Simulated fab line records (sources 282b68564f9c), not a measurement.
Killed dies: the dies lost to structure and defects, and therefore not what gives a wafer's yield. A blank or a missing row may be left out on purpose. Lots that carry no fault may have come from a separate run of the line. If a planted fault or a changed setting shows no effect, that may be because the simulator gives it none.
fab line records -- flow rit_cmos
record: lots: 6, wafers: 18, last_day: 7
route steps=202 shown ACTIVE@1 FOX1@20 FOX2@23 M1@202
lots with no fault: from the same line, run without faults
start_h: start of the lot's first displayed wafer, in hours after the record's first day -- wait_h: how many hours have passed since the lot's step before this one -- " identical to the entry in the row above -- L1.1+2: several wafers, shown together as one row -- - no value, or no start given -- * or withheld: withheld -- < > ~ a bound
route shown NAME@n: NAME is a module with steps in the file, n the number in the route of the first one -- usual: average and standard deviation across the fault-free wafers -- same: alike in all rows -- chamber/n: place in a boat -- sites: per-site readings -- _std_site: their standard deviation -- _edge_site: the outer-site mean with the inner-site mean subtracted -- radius_mm: how far each site lies from the wafer's centre -- mask NAME#n: copy n -- behind: the tool/chamber that last shaped the wafer -- hold: why the lot was held/for how many hours/how that ended -- device: the transistor (n, p or np) that didn't switch -- end of line: at the end of the route, the tests of the same wafers -- where a step has no rows: the recipe by itself -- killed: dies lost to structure and defects at the first sort, not the wafer's yield -- map: dies across one wafer; x = killed, . = not, _ = none there
set.NAME: the setting that was run; set.NAME@STEP: the one run at that earlier step -- model.NAME: the simulator's own value behind a step, which no gauge read
lots at selected steps of the route; one table per step, one row per wafer
services: from which hour (start_h, from the record's first day; less than 0 if before it) a tool's chamber was out of use, for how many hours, and why
== steps ==
step: RIT_ACTIVE_BOW_MEAS_00
recipe: mode: bow
usual: INCOMING_BOW: 1/6.8
lot.wafer,tool,chamber,start_h,wait_h,INCOMING_BOW[um]
L357.3,film_metro-01,-,15.04,-,2
L357.5,film_metro-01,-,15.04,-,-11
L357.6,film_metro-01,-,15.04,-,-2
L359.2,film_metro-04,-,25.02,-,-6
L359.5,film_metro-04,-,25.02,-,-2
L359.6,film_metro-04,-,25.02,-,5
L363.2,film_metro-04,-,45.02,-,-3
L363.4,film_metro-04,-,45.02,-,0
L363.6,film_metro-04,-,45.02,-,-3
L365.2,film_metro-02,-,55.02,-,1
L365.3,film_metro-02,-,55.02,-,-4
L365.5,film_metro-02,-,55.02,-,1
L375.2,film_metro-02,-,105.02,-,-3
L375.3,film_metro-02,-,105.02,-,6
L375.6,film_metro-02,-,105.02,-,-3
L377.3,film_metro-02,-,115.04,-,6
L377.4,film_metro-02,-,115.04,-,9
L377.6,film_metro-02,-,115.04,-,10
step: RIT_ACTIVE_OXIDATION_01
recipe: temp_c: 1000, ambient: O2, target_thk_a: 468, ox_time_s: 3360
usual: spike_tc_centre_C: 1003.8/1.8
lot.wafer,tool,chamber,start_h,wait_h,spike_tc_centre_C
L357.3,furnace-03,0,15.12,0.1,1002.4
L357.5,furnace-03,0,15.12,0.1,1001.8
L357.6,furnace-03,0,15.12,0.1,1002.6
L359.2,furnace-01,0,25.12,0.1,1001.2
L359.5,furnace-01,0,25.12,0.1,1004.4
L359.6,furnace-01,0,25.12,0.1,1001.9
L363.2,furnace-04,0,45.20,0.2,1005.4
L363.4,furnace-04,0,45.20,0.2,1004.9
L363.6,furnace-04,0,45.20,0.2,1004.0
L363.2,furnace-04,0,47.30,0.2,1006.8
L363.4,furnace-04,0,47.30,0.2,1005.7
L363.6,furnace-04,0,47.30,0.2,1004.6
L365.2,furnace-04,0,56.85,1.8,1005.1
L365.3,furnace-04,0,56.85,1.8,1005.4
L365.5,furnace-04,0,56.85,1.8,1004.3
L365.2,furnace-01,0,59.95,1.2,1001.5
L365.3,furnace-01,0,59.95,1.2,1001.2
L365.5,furnace-01,0,59.95,1.2,1000.7
L375.2,furnace-01,0,105.12,0.1,1000.9
L375.3,furnace-01,0,105.12,0.1,1000.7
L375.6,furnace-01,0,105.12,0.1,1002.2
L377.3,furnace-03,0,115.12,0.1,1004.1
L377.4,furnace-03,0,115.12,0.1,1001.8
L377.6,furnace-03,0,115.12,0.1,1001.4
step: RIT_ACTIVE_THK_MEAS_02
recipe: reads: SiO2_of_ACTIVE_OXIDATION_01
usual: ACTIVE_OXIDE_THK: 46.9/0.82
lot.wafer,tool,chamber,start_h,wait_h,ACTIVE_OXIDE_THK[nm]
L357.3,film_metro-02,-,17.07,0.0,46.8
L357.5,film_metro-02,-,17.07,0.0,46.9
L357.6,film_metro-02,-,17.07,0.0,47.5
L359.2,film_metro-02,-,27.06,0.0,47.7
L359.5,film_metro-02,-,27.06,0.0,46.1
L359.6,film_metro-02,-,27.06,0.0,46.9
L363.2,film_metro-01,-,49.31,0.1,73.5
L363.4,film_metro-01,-,49.31,0.1,74.8
L363.6,film_metro-01,-,49.31,0.1,74.1
L365.2,film_metro-01,-,61.90,0.0,75.6
L365.3,film_metro-01,-,61.90,0.0,76.3
L365.5,film_metro-01,-,61.90,0.0,74.7
L375.2,film_metro-04,-,107.07,0.0,48.4
L375.3,film_metro-04,-,107.07,0.0,48.9
L375.6,film_metro-04,-,107.07,0.0,48.6
L377.3,film_metro-01,-,117.07,0.0,45.2
L377.4,film_metro-01,-,117.07,0.0,45.7
L377.6,film_metro-01,-,117.07,0.0,45.2
step: RIT_ACTIVE_CVD_03
recipe: material: Si3N4, target_thk_nm: 150, temp_c: 810, precursor: SiH2Cl2/NH3, time_s: 1500, pressure_mtorr: 300, sih2cl2_flow_sccm: 60, nh3_flow_sccm: 150
step: RIT_ACTIVE_THK_MEAS_04
recipe: reads: Si3N4_of_ACTIVE_CVD_03
usual: ACTIVE_NITRIDE_THK: 150.0/1.4
lot.wafer,tool,chamber,start_h,wait_h,ACTIVE_NITRIDE_THK[nm]
L357.3,film_metro-04,-,18.55,0.0,151.6
L357.5,film_metro-04,-,18.55,0.0,149.8
L357.6,film_metro-04,-,18.55,0.0,150.0
L359.2,film_metro-02,-,28.54,0.0,149.6
L359.5,film_metro-02,-,28.54,0.0,149.7
L359.6,film_metro-02,-,28.54,0.0,150.7
L363.2,film_metro-01,-,52.13,0.0,151.3
L363.4,film_metro-01,-,52.13,0.0,151.8
L363.6,film_metro-01,-,52.13,0.0,150.9
L365.2,film_metro-01,-,64.18,0.0,151.0
L365.3,film_metro-01,-,64.18,0.0,150.6
L365.5,film_metro-01,-,64.18,0.0,150.8
L375.2,film_metro-01,-,110.28,0.0,152.0
L375.3,film_metro-01,-,110.28,0.0,151.9
L375.6,film_metro-01,-,110.28,0.0,150.5
L377.3,film_metro-01,-,118.55,0.0,149.3
L377.4,film_metro-01,-,118.55,0.0,150.3
L377.6,film_metro-01,-,118.55,0.0,149.0
step: RIT_ACTIVE_HMDS_05
recipe: prime_time_s: 60, prime_temp_c: 140
step: RIT_ACTIVE_COAT_06
recipe: resist: NOVOLAK, spin_rpm: 3250, resist_thk_nm: 1009
step: RIT_ACTIVE_SOFTBAKE_07
recipe: resist: NOVOLAK, temp_c: 90, time_s: 60
step: RIT_ACTIVE_EXPOSE_08
recipe: mask_id: M1, na: 0.6, source_shape: conventional, sigma_outer: 0.6, target_cd_nm: 1400, dose_mj: 225
step: RIT_ACTIVE_PEB_09
recipe: resist: NOVOLAK, temp_c: withheld, time_s: withheld
step: RIT_ACTIVE_DEVELOP_10
recipe: resist: NOVOLAK, develop_time_s: 50, dev_temp_c: 23
step: RIT_ACTIVE_CD_MEAS_11
recipe: target_cd_nm: 1400
usual: cd_nm: 1399.8/2.4
lot.wafer,tool,chamber,start_h,wait_h,cd_nm
L357.3,cd_sem-02,-,19.48,-,1404.7
L357.5,cd_sem-02,-,19.48,-,1401.9
L357.6,cd_sem-02,-,19.48,-,1401.1
L359.2,cd_sem-02,-,29.58,-,1397.1
L359.5,cd_sem-02,-,29.58,-,1397.0
L359.6,cd_sem-02,-,29.58,-,1398.1
L363.2,cd_sem-01,-,53.28,-,1396.2
L363.4,cd_sem-01,-,53.28,-,1397.4
L363.6,cd_sem-01,-,53.28,-,1398.2
L365.2,cd_sem-01,-,65.25,-,1400.8
L365.3,cd_sem-01,-,65.25,-,1399.1
L365.5,cd_sem-01,-,65.25,-,1400.4
L375.2,cd_sem-02,-,111.33,-,1398.5
L375.3,cd_sem-02,-,111.33,-,1400.2
L375.6,cd_sem-02,-,111.33,-,1399.0
L377.3,cd_sem-02,-,119.48,-,1397.5
L377.4,cd_sem-02,-,119.48,-,1396.0
L377.6,cd_sem-02,-,119.48,-,1397.8
step: RIT_ACTIVE_HARDBAKE_12
recipe: resist: NOVOLAK, temp_c: 140, time_s: 60
step: RIT_ACTIVE_ETCH_13
recipe: stop_on: SiO2, chemistry: SF6, target: Si3N4, time_s: 210, over_etch_frac: 0.4, SF6_flow_sccm: 200, pressure_mtorr: 260, rf_w: 125, target_depth_a: 2100
usual: drypump_motor_current_A: 5.80/0.25, oes_product_au: 0.823/0.016, throttle_valve_pct: 7.43/0.11
lot.wafer,tool,chamber,start_h,wait_h,drypump_motor_current_A,oes_product_au,rf_hours_counter_h,throttle_valve_pct,model.SiO2_of_ACTIVE_OXIDATION_01.thk_nm
L357.3,rie_diel-03,3,19.71,0.1,5.66,0.799,130,7.35,45.95
L357.5,rie_diel-03,3,19.71,0.1,5.66,0.804,-,7.35,45.96
L357.6,rie_diel-03,0,19.71,0.1,5.75,0.809,-,7.58,47.58
L359.2,rie_diel-01,3,29.83,0.1,5.70,0.822,29,7.42,47.66
L359.5,rie_diel-01,2,29.83,0.1,6.16,0.795,-,7.40,46.09
L359.6,rie_diel-01,1,29.83,0.1,5.73,0.818,-,7.29,46.62
L363.2,rie_diel-01,2,53.53,0.1,6.15,0.810,137,7.42,73.49
L363.4,rie_diel-01,3,53.53,0.1,5.74,0.825,-,7.41,74.72
L363.6,rie_diel-01,0,53.53,0.1,5.49,0.841,-,7.26,73.24
L365.2,rie_diel-03,0,65.54,0.1,5.81,0.813,81,7.58,75.61
L365.3,rie_diel-03,1,65.54,0.1,6.29,0.847,91,7.43,76.22
L365.5,rie_diel-03,1,65.54,0.1,6.29,0.832,-,7.43,74.79
L375.2,rie_diel-01,0,111.58,0.1,5.47,0.846,6,7.25,47.47
L375.3,rie_diel-01,2,111.58,0.1,6.14,0.801,138,7.41,48.94
L375.6,rie_diel-01,1,111.58,0.1,5.72,0.852,-,7.30,48.3
L377.3,rie_diel-01,0,119.71,0.1,5.45,0.834,6,7.23,44.37
L377.4,rie_diel-01,1,119.71,0.1,5.73,0.850,1,7.28,45.45
L377.6,rie_diel-01,3,119.71,0.1,5.73,0.820,-,7.41,45.18
step: RIT_ACTIVE_STRIP_14
recipe: chemistry: O2, time_s: 180, resist: NOVOLAK, platen_temp_c: withheld, power_w: 500, pressure_mtorr: 4137, o2_flow_sccm: 4000
usual: drypump_motor_current_A: 5.5/0.58
lot.wafer,tool,chamber,start_h,wait_h,drypump_motor_current_A,rf_hours_counter_h
L357.3,plasma_asher-01,0,19.90,0.1,5.4,-
L357.5,plasma_asher-01,1,19.90,0.1,4.8,-
L357.6,plasma_asher-01,0,19.90,0.1,5.4,-
L359.2,plasma_asher-02,0,29.97,0.1,6.0,23
L359.5,plasma_asher-02,1,29.97,0.1,6.5,-
L359.6,plasma_asher-02,0,29.97,0.1,5.9,-
L363.2,plasma_asher-01,0,53.66,0.1,5.3,42
L363.4,plasma_asher-01,1,53.66,0.1,4.8,-
L363.6,plasma_asher-01,1,53.66,0.1,4.8,-
L365.2,plasma_asher-03,1,65.68,0.1,5.0,43
L365.3,plasma_asher-03,0,65.68,0.1,5.7,-
L365.5,plasma_asher-03,1,65.68,0.1,5.0,-
L375.2,plasma_asher-03,1,111.72,0.1,5.0,48
L375.3,plasma_asher-03,0,111.72,0.1,5.7,-
L375.6,plasma_asher-03,1,111.72,0.1,4.9,-
L377.3,plasma_asher-03,1,119.90,0.1,4.9,-
L377.4,plasma_asher-03,0,119.90,0.1,5.7,-
L377.6,plasma_asher-03,0,119.90,0.1,5.7,-
step: RIT_ACTIVE_CD_MEAS_90
recipe: target_cd_nm: 1400
usual: cd_nm: 1399.8/2.4
lot.wafer,tool,chamber,start_h,wait_h,cd_nm
L357.3,cd_sem-01,-,20.06,0.1,1404.8
L357.5,cd_sem-01,-,20.06,0.1,1401.5
L357.6,cd_sem-01,-,20.06,0.1,1401.3
L359.2,cd_sem-02,-,30.16,0.1,1397.3
L359.5,cd_sem-02,-,30.16,0.1,1397.2
L359.6,cd_sem-02,-,30.16,0.1,1398.0
L363.2,cd_sem-02,-,53.86,0.1,1397.0
L363.4,cd_sem-02,-,53.86,0.1,1397.3
L363.6,cd_sem-02,-,53.86,0.1,1398.7
L365.2,cd_sem-01,-,65.87,0.1,1400.6
L365.3,cd_sem-01,-,65.87,0.1,1399.2
L365.5,cd_sem-01,-,65.87,0.1,1400.1
L375.2,cd_sem-01,-,111.91,0.1,1398.5
L375.3,cd_sem-01,-,111.91,0.1,1400.0
L375.6,cd_sem-01,-,111.91,0.1,1398.9
L377.3,cd_sem-02,-,120.06,0.1,1397.7
L377.4,cd_sem-02,-,120.06,0.1,1396.0
L377.6,cd_sem-02,-,120.06,0.1,1397.3
step: RIT_ACTIVE_CLEAN_15
recipe: chemistry: SC1, mix: 3:3:50, time_s: 600, temp_c: 75
step: RIT_ACTIVE_CLEAN_16
recipe: chemistry: dHF, dilution: 50:1, time_s: 30
step: RIT_ACTIVE_CLEAN_17
recipe: chemistry: SC2, mix: 3:3:50, time_s: 600, temp_c: 75, dry: n2_spin
step: RIT_FOX1_OXIDATION_00
recipe: temp_c: 1100, ambient: H2O, target_thk_a: 3507, p_h2o_torr: 720, ox_time_s: 1130
step: RIT_FOX1_THK_MEAS_01
recipe: reads: SiO2_of_FOX1_OXIDATION_00
usual: FOX1_OXIDE_THK: 350/5.6
lot.wafer,tool,chamber,start_h,wait_h,FOX1_OXIDE_THK[nm]
L357.3,film_metro-04,-,21.86,0.0,353
L357.5,film_metro-04,-,21.86,0.0,346
L357.6,film_metro-04,-,21.86,0.0,344
L359.2,film_metro-04,-,32.95,0.0,357
L359.5,film_metro-04,-,32.95,0.0,354
L359.6,film_metro-04,-,32.95,0.0,357
L363.2,film_metro-03,-,56.35,0.0,345
L363.4,film_metro-03,-,56.35,0.0,344
L363.6,film_metro-03,-,56.35,0.0,345
L365.2,film_metro-03,-,68.89,0.0,346
L365.3,film_metro-03,-,68.89,0.0,359
L365.5,film_metro-03,-,68.89,0.0,354
L375.2,film_metro-01,-,113.70,0.0,354
L375.3,film_metro-01,-,113.70,0.0,358
L375.6,film_metro-01,-,113.70,0.0,367
L377.3,film_metro-01,-,122.01,0.0,336
L377.4,film_metro-01,-,122.01,0.0,343
L377.6,film_metro-01,-,122.01,0.0,339
step: RIT_FOX1_WET_ETCH_02
recipe: chemistry: BOE, target_depth_nm: 350, time_s: 390, temp_c: 21.5, dry: n2_spin, dilution: 10:1, target: SiO2
step: RIT_FOX2_OXIDATION_00
recipe: temp_c: 1100, ambient: H2O, target_thk_a: 3507, p_h2o_torr: 720, ox_time_s: 1130
step: RIT_FOX2_THK_MEAS_01
recipe: reads: SiO2_of_FOX2_OXIDATION_00
usual: FOX2_OXIDE_THK: 348/5.4
lot.wafer,tool,chamber,start_h,wait_h,FOX2_OXIDE_THK[nm]
L357.3,film_metro-03,-,23.37,0.0,343
L357.5,film_metro-03,-,23.37,0.0,343
L357.6,film_metro-03,-,23.37,0.0,343
L359.2,film_metro-04,-,34.58,0.0,357
L359.5,film_metro-04,-,34.58,0.0,363
L359.6,film_metro-04,-,34.58,0.0,358
L363.2,film_metro-03,-,57.93,0.0,349
L363.4,film_metro-03,-,57.93,0.0,352
L363.6,film_metro-03,-,57.93,0.0,348
L365.2,film_metro-03,-,70.58,0.0,348
L365.3,film_metro-03,-,70.58,0.0,351
L365.5,film_metro-03,-,70.58,0.0,345
L375.2,film_metro-04,-,115.19,0.0,341
L375.3,film_metro-04,-,115.19,0.0,341
L375.6,film_metro-04,-,115.19,0.0,334
L377.3,film_metro-02,-,123.51,0.0,353
L377.4,film_metro-02,-,123.51,0.0,352
L377.6,film_metro-02,-,123.51,0.0,357
step: RIT_FOX2_CLEAN_02
recipe: chemistry: dHF, dilution: 50:1, time_s: 180
step: RIT_FOX2_WET_ETCH_03
recipe: chemistry: H3PO4, target: Si3N4, target_depth_nm: 195, temp_c: 165, time_s: 2700
lot.wafer,tool,chamber,start_h,wait_h,model.SiO2_of_ACTIVE_OXIDATION_01.thk_nm
L357.3,wet_bench-04,3,23.47,0.0,40.79
L357.5,wet_bench-04,3,23.47,0.0,40.77
L357.6,wet_bench-04,3,23.47,0.0,42.2
L359.2,wet_bench-04,3,34.68,0.0,42.45
L359.5,wet_bench-04,3,34.68,0.0,41.06
L359.6,wet_bench-04,3,34.68,0.0,41.54
L363.2,wet_bench-04,3,58.04,0.0,64.91
L363.4,wet_bench-04,3,58.04,0.0,66.01
L363.6,wet_bench-04,3,58.04,0.0,64.7
L365.2,wet_bench-03,3,70.69,0.0,67.09
L365.3,wet_bench-03,3,70.69,0.0,67.58
L365.5,wet_bench-03,3,70.69,0.0,66.31
L375.2,wet_bench-01,3,115.30,0.0,42.19
L375.3,wet_bench-01,3,115.30,0.0,43.52
L375.6,wet_bench-01,3,115.30,0.0,42.93
L377.3,wet_bench-04,1,123.61,0.0,39.57
L377.4,wet_bench-04,1,123.61,0.0,40.56
L377.6,wet_bench-04,1,123.61,0.0,40.33
step: RIT_FOX2_THK_MEAS_90
recipe: reads: SiO2_of_FOX2_OXIDATION_00
usual: FIELD_OXIDE_LEFT_1_THK: 321/5.4
lot.wafer,tool,chamber,start_h,wait_h,FIELD_OXIDE_LEFT_1_THK[nm]
L357.3,film_metro-03,-,24.25,0.0,316
L357.5,film_metro-03,-,24.25,0.0,316
L357.6,film_metro-03,-,24.25,0.0,315
L359.2,film_metro-02,-,35.52,0.0,330
L359.5,film_metro-02,-,35.52,0.0,336
L359.6,film_metro-02,-,35.52,0.0,331
L363.2,film_metro-03,-,58.80,0.0,321
L363.4,film_metro-03,-,58.80,0.0,324
L363.6,film_metro-03,-,58.80,0.0,320
L365.2,film_metro-03,-,71.46,0.0,320
L365.3,film_metro-03,-,71.46,0.0,324
L365.5,film_metro-03,-,71.46,0.0,318
L375.2,film_metro-03,-,116.07,0.0,314
L375.3,film_metro-03,-,116.07,0.0,313
L375.6,film_metro-03,-,116.07,0.0,308
L377.3,film_metro-03,-,124.39,0.0,326
L377.4,film_metro-03,-,124.39,0.0,325
L377.6,film_metro-03,-,124.39,0.0,330
step: RIT_M1_PROBE_99
usual: killed_at_contacts: 0.1/0.27, killed_at_front_end: 7/3, killed_dies: 7.0/3, killed_open: 3.5/2.1, killed_short: 3.4/1.9
same: gross_dies: 264, killed_at_M0_to_M3: 0, killed_at_M4_up: 0, killed_at_back_side: 0, killed_at_other: 0
lot.wafer,tool,chamber,start_h,wait_h,killed_at_contacts,killed_at_front_end,killed_dies,killed_open,killed_short
L357.3,prober-01,-,62.64,0.2,0,11,11,8,3
L357.5,prober-01,-,62.74,0.2,0,10,10,4,6
L357.6,prober-01,-,62.79,0.2,0,5,5,1,4
L363.2,prober-02,-,100.24,0.1,0,14,14,4,10
L363.4,prober-02,-,100.34,0.2,0,11,11,6,5
L363.6,prober-02,-,100.44,0.2,0,7,7,4,3
L365.2,prober-02,-,117.22,0.1,0,10,10,4,6
L365.3,prober-02,-,117.27,0.2,0,12,12,7,5
L365.5,prober-02,-,117.37,0.2,0,5,5,3,2
L375.2,prober-02,-,153.35,0.1,0,3,3,2,1
L375.3,prober-02,-,153.40,0.2,0,3,3,1,2
L375.6,prober-02,-,153.55,0.2,0,12,12,6,6
L377.3,prober-02,-,163.77,0.2,0,5,5,2,3
L377.4,prober-02,-,163.82,0.2,0,3,3,1,2
L377.6,prober-02,-,163.92,0.2,0,8,8,3,5
killed by level:class
L357.3 GATE:geometric_particle:open=4 SILICIDE:geometric_particle:open=3 REOX:geometric_particle:short=2 FOX1:geometric_particle:open=1 GATE:geometric_particle:short=1
L357.5 REOX:geometric_particle:short=2 SPACER:geometric_particle:open=2 SILICIDE:geometric_particle:open=2 FOX2:geometric_particle:short=1 GATE:geometric_particle:short=1 SPACER:geometric_particle:short=1 SILICIDE:geometric_particle:short=1
L357.6 FOX2:geometric_particle:short=2 GATE:geometric_particle:short=2 SPACER:geometric_particle:open=1
L363.2 GATE:geometric_particle:short=4 FOX1:geometric_particle:short=3 GATE:geometric_particle:open=3 SPACER:geometric_particle:short=3 REOX:geometric_particle:open=1
L363.4 SILICIDE:geometric_particle:short=3 GATE:geometric_particle:open=2 SILICIDE:geometric_particle:open=2 FOX2:geometric_particle:open=1 GATE:geometric_particle:short=1 REOX:geometric_particle:short=1 SPACER:geometric_particle:open=1
L363.6 GATE:geometric_particle:short=2 GATE:geometric_particle:open=2 FOX2:geometric_particle:short=1 SPACER:geometric_particle:open=1 SILICIDE:geometric_particle:open=1
L365.2 GATE:geometric_particle:short=3 GATE:geometric_particle:open=2 FOX1:geometric_particle:short=1 REOX:geometric_particle:open=1 REOX:geometric_particle:short=1 SILICIDE:geometric_particle:short=1 SILICIDE:geometric_particle:open=1
L365.3 GATE:geometric_particle:open=3 FOX1:geometric_particle:short=2 GATE:geometric_particle:short=2 SILICIDE:geometric_particle:open=2 FOX1:geometric_particle:open=1 FOX2:geometric_particle:short=1 REOX:geometric_particle:open=1
L365.5 FOX1:geometric_particle:open=2 GATE:geometric_particle:open=1 REOX:geometric_particle:short=1 SILICIDE:geometric_particle:short=1
L375.2 FOX1:geometric_particle:open=1 GATE:geometric_particle:short=1 SILICIDE:geometric_particle:open=1
L375.3 FOX1:geometric_particle:open=1 GATE:geometric_particle:short=1 SPACER:geometric_particle:short=1
L375.6 GATE:geometric_particle:open=3 GATE:geometric_particle:short=3 FOX2:geometric_particle:short=2 REOX:geometric_particle:open=2 FOX1:geometric_particle:short=1 FOX1:geometric_particle:open=1
L377.3 GATE:geometric_particle:short=2 FOX2:geometric_particle:short=1 REOX:geometric_particle:open=1 SILICIDE:geometric_particle:open=1
L377.4 GATE:geometric_particle:short=2 GATE:geometric_particle:open=1
L377.6 GATE:geometric_particle:short=3 FOX1:geometric_particle:short=1 FOX1:geometric_particle:open=1 GATE:geometric_particle:open=1 SPACER:geometric_particle:open=1 SILICIDE:geometric_particle:short=1
== services ==
tool,chamber,start_h,hours,kind
rie_diel-03,-,4.91,0.5,repair
plasma_asher-03,-,12.93,5.3,repair
furnace-01,-,14.34,3.0,pm
rie_diel-01,3,15.27,6.9,repair
rie_diel-03,-,15.31,0.9,repair
plasma_asher-02,-,31.32,2.8,pm
rie_diel-01,1,45.30,-,clean
rie_diel-01,1,45.30,16.1,scheduled_down
rie_diel-01,1,45.30,16.1,vent_cycle
plasma_asher-03,-,63.43,0.4,repair
rie_diel-03,0,98.53,4.7,repair
plasma_asher-01,-,108.87,9.0,pm
plasma_asher-01,0,108.87,9.0,vent_cycle
plasma_asher-01,1,108.87,9.0,vent_cycle
plasma_asher-01,-,117.87,2.8,pm
plasma_asher-01,0,117.87,-,clean
plasma_asher-01,1,117.87,-,clean
plasma_asher-01,-,120.62,14.6,pm
== key ==
first_sign: step: RIT_ACTIVE_OXIDATION_01, reading: visit, direction: added
effect: step: RIT_ACTIVE_THK_MEAS_02, reading: ACTIVE_OXIDE_THK, direction: up, sigmas: 34, usual: 46.9, struck: 74.8
model_effect: step: RIT_ACTIVE_ETCH_13, value: SiO2_of_ACTIVE_OXIDATION_01.thk_nm, without: 46.44, struck: 73.98
model_effect: step: RIT_FOX2_WET_ETCH_03, value: SiO2_of_ACTIVE_OXIDATION_01.thk_nm, without: 41.46, struck: 66.1
met_at RIT_ACTIVE_OXIDATION_01
struck_wafers L363.2,L363.4,L363.6,L365.2,L365.3,L365.5
tester_left_out L363,L365
fault: kind: repeated_step_whole, tool: furnace-01,furnace-03,furnace-04, chamber: -, onset_h: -, steps: RIT_ACTIVE_OXIDATION_01, times: 1, scope: struck_lots_only
tester_left_out: of these lots the tester's yield and bins aren't shown, on N5 and GAA mostly nor the transistor test; their killed dies are dies lost to structure and defects alone, not to doping, threshold or leakage, so they don't give the yield
